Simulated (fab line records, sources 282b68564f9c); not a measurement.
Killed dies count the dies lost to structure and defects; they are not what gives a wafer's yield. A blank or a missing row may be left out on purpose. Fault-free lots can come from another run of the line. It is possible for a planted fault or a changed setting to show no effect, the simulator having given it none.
Which of the tools did it? | flow rit cmos | 14 lots with 42 wafers sampled at 6 steps, on a route of 202 steps

WHAT THE GAUGES READ, wafer by wafer
RIT_NLDD_TW_MEAS_10.
lot  | measured    | on            | NLDD_TW
L502 | day 2 23:25 | film metro-02 | 2490 2470 2474
L503 | day 3 06:05 | film metro-01 | 2508 2507 2515
L505 | day 3 16:16 | film metro-01 | 2516 2516 2529
L509 | day 5 03:46 | film metro-04 | 2479 2485 2470
L510 | day 5 07:33 | film metro-01 | 2530 2535 2544
L511 | day 5 15:41 | film metro-02 | 2466 2447 2473
L512 | day 6 01:56 | film metro-02 | 2468 2468 2455
L513 | day 6 02:23 | film metro-02 | 2487 2472 2471
L515 | day 6 10:42 | film metro-04 | 2485 2486 2489
L521 | day 7 08:41 | film metro-02 | 2470 2459 2455
L522 | day 7 09:43 | film metro-04 | 2487 2492 2486
L523 | day 7 18:40 | film metro-04 | 2485 2479 2490
L524 | day 7 23:10 | film metro-01 | 2528 2519 2522
L525 | day 7 22:56 | film metro-04 | 2475 2502 2492

RIT_PLDD_TW_MEAS_10.
lot  | measured    | on            | PLDD_TW
L502 | day 3 00:59 | film metro-02 | 2307 2317 2315
L503 | day 3 07:37 | film metro-01 | 2369 2376 2371
L505 | day 3 17:41 | film metro-01 | 2360 2361 2373
L509 | day 5 05:19 | film metro-04 | 2547 2535 2531
L510 | day 5 08:59 | film metro-01 | 2621 2616 2607
L511 | day 5 17:26 | film metro-04 | 2343 2336 2348
L512 | day 6 03:23 | film metro-01 | 2387 2368 2355
L513 | day 6 04:16 | film metro-01 | 2378 2364 2366
L515 | day 6 12:28 | film metro-04 | 2346 2339 2351
L521 | day 7 10:21 | film metro-04 | 2349 2343 2347
L522 | day 7 11:16 | film metro-02 | 2322 2318 2322
L523 | day 7 20:05 | film metro-01 | 2377 2381 2373
L524 | day 8 00:43 | film metro-04 | 2353 2336 2342
L525 | day 8 00:22 | film metro-01 | 2375 2383 2377

RIT_NSD_OVL_MEAS_06.
lot  | measured    | on         | NSD_OVL (nm)
L502 | day 3 04:35 | overlay-02 | -3.3 -0.8 -1.9
L503 | day 3 13:44 | overlay-01 | -1.3 2.6 0.7
L505 | day 3 22:11 | overlay-02 | -1.1 1.9 -1.0
L509 | day 5 08:43 | overlay-01 | 1.1 0.5 2.9
L510 | day 5 12:30 | overlay-02 | -0.1 -0.9 -0.4
L511 | day 5 21:27 | overlay-02 | -0.6 -1.9 -2.2
L512 | day 6 07:07 | overlay-02 | 0.8 -1.1 -0.8
L513 | day 6 10:52 | overlay-01 | 2.0 0.7 2.0
L515 | day 6 16:26 | overlay-01 | 2.9 0.8 1.6
L521 | day 7 14:04 | overlay-01 | 0.8 1.1 1.0
L522 | day 7 14:49 | overlay-02 | -1.6 -1.0 0.6
L523 | day 7 23:29 | overlay-02 | -3.2 -1.0 -1.2
L524 | day 8 04:43 | overlay-01 | -1.0 -1.2 -0.9
L525 | day 8 03:46 | overlay-01 | -1.1 -1.3 -1.9

RIT_SDANNEAL_RS_MEAS_06: measurement is done with a four-point probe.
lot  | measured    | on            | PLDD_RS (ohm/sq)
L502 | day 3 07:25 | film metro-04 | 178.8 178.2 178.5
L503 | day 3 16:28 | film metro-02 | 178.2 177.8 178.9
L505 | day 4 00:52 | film metro-04 | 178.2 178.1 177.9
L509 | day 5 11:32 | film metro-04 | 160.2 160.3 160.8
L510 | day 5 15:10 | film metro-01 | 158.7 159.8 159.0
L511 | day 6 00:07 | film metro-04 | 179.2 179.1 178.7
L512 | day 6 09:47 | film metro-02 | 178.4 178.6 178.5
L513 | day 6 13:57 | film metro-02 | 178.5 178.6 177.4
L515 | day 6 20:43 | film metro-02 | 178.2 177.7 178.6
L521 | day 7 17:35 | film metro-01 | 178.8 178.7 178.6
L522 | day 7 18:19 | film metro-02 | 178.4 178.8 178.7
L523 | day 8 02:16 | film metro-02 | 178.6 178.9 179.2
L524 | day 8 07:29 | film metro-02 | 178.6 178.0 178.5
L525 | day 8 06:26 | film metro-02 | 177.6 177.4 177.7

WHAT TOOL EACH LOT RAN ON (gives the tool, then ch and the chambers of the sampled wafers, and finally the start)
lot  | RIT_GATE_STRIP_20                   | RIT_PLDD_IMPLANT_08
L502 | plasma asher-03 ch 0,1, day 2 16:41 | implanter-04 ch 0, day 3 00:40
L503 | plasma asher-04 ch 0,1, day 2 23:37 | implanter-03 ch 0, day 3 07:19
L505 | plasma asher-01 ch 0,1, day 3 08:37 | implanter-03 ch 0, day 3 17:23
L509 | plasma asher-03 ch 0,1, day 4 18:40 | implanter-03 ch 0, day 5 05:01
L510 | plasma asher-03 ch 0,1, day 4 23:42 | implanter-03 ch 0, day 5 08:39
L511 | plasma asher-03 ch 0,1, day 5 06:35 | implanter-01 ch 0, day 5 17:08
L512 | plasma asher-04 ch 0,1, day 5 17:26 | implanter-04 ch 0, day 6 03:05
L513 | plasma asher-03 ch 0,1, day 5 17:31 | implanter-04 ch 0, day 6 03:56
L515 | plasma asher-01 ch 0,1, day 6 05:36 | implanter-04 ch 0, day 6 12:10
L521 | plasma asher-04 ch 0,1, day 7 00:47 | implanter-01 ch 0, day 7 10:02
L522 | plasma asher-01 ch 0,1, day 7 04:04 | implanter-04 ch 0, day 7 10:58
L523 | plasma asher-03 ch 0,1, day 7 12:29 | implanter-01 ch 0, day 7 19:46
L524 | plasma asher-01 ch 0,1, day 7 16:22 | implanter-03 ch 0, day 8 00:25
L525 | plasma asher-03 ch 1, day 7 16:26   | implanter-04 ch 0, day 8 00:04
- RIT_GATE_STRIP_20: strips in O2, time 180 s.
- RIT_PLDD_IMPLANT_08

WHAT THE TOOLS THEMSELVES READ (means of the sampled wafers that have a number; where no wafer has one, the mark that the record gives instead)
RIT_GATE_STRIP_20.
lot  | tool            | drypump motor current A (A)
L502 | plasma asher-03 | 5.9
L503 | plasma asher-04 | 6.7
L505 | plasma asher-01 | 5.4
L509 | plasma asher-03 | 5.9
L510 | plasma asher-03 | 5.4
L511 | plasma asher-03 | 5.4
L512 | plasma asher-04 | 6.6
L513 | plasma asher-03 | 5.9
L515 | plasma asher-01 | 5.4
L521 | plasma asher-04 | 6.7
L522 | plasma asher-01 | 5.4
L523 | plasma asher-03 | 5.4
L524 | plasma asher-01 | 5.4
L525 | plasma asher-03 | 4.8

RIT_PLDD_IMPLANT_08.
lot  | tool         | beam on s (s) | faraday current uA
L502 | implanter-04 | 10.09         | 2805
L503 | implanter-03 | 10.19         | 2764
L505 | implanter-03 | 9.91          | 2849
L509 | implanter-03 | 14.47         | 1951
L510 | implanter-03 | 14.15         | 1997
L511 | implanter-01 | 9.81          | 2874
L512 | implanter-04 | 9.97          | 2834
L513 | implanter-04 | 9.94          | 2839
L515 | implanter-04 | 10.27         | 2755
L521 | implanter-01 | 10.24         | 2757
L522 | implanter-04 | 9.87          | 2854
L523 | implanter-01 | 10.08         | 2790
L524 | implanter-03 | 9.78          | 2884
L525 | implanter-04 | 9.96          | 2840

THE ANSWER, worked out from the rows above alone
Rule: usual is defined by the lots themselves. The widest of any qualifying gaps counts: lots, ordered by their means at a reading, are off when they make up no more than a third of the lots, leave a main group of 4 or more, and stand apart from it by 3 or more times the standard deviation of that group's means. The tables above print the reading to a certain number of digits; a main group whose means all agree to those digits is not used. Also off: a lot with no number at a reading for which 4 or more lots have one. Any other lot the step has rows for is counted as sound. The gauges are gone through in route order, then the tools' own readings, and for those a lot's mean is taken as printed above. At the first step where some lot is off, the reading lying furthest off is the one used; lots without a number count as furthest.
Off: L509, L510, at RIT_PLDD_TW_MEAS_10 (PLDD_TW). For the main group the mean is 2354 and the standard deviation 21.
If a tool, at a process step before that reading, ran all the lots that are off and no sound lot after the first of them, it fits. Not tried: the gauges at RIT_PLDD_TW_MEAS_10; whatever is off there is also off at RIT_PLDD_IMPLANT_08, on other tools, and gauge error can't account for it. None of those tried fits.

WHAT THE SIMULATOR HAD PUT IN
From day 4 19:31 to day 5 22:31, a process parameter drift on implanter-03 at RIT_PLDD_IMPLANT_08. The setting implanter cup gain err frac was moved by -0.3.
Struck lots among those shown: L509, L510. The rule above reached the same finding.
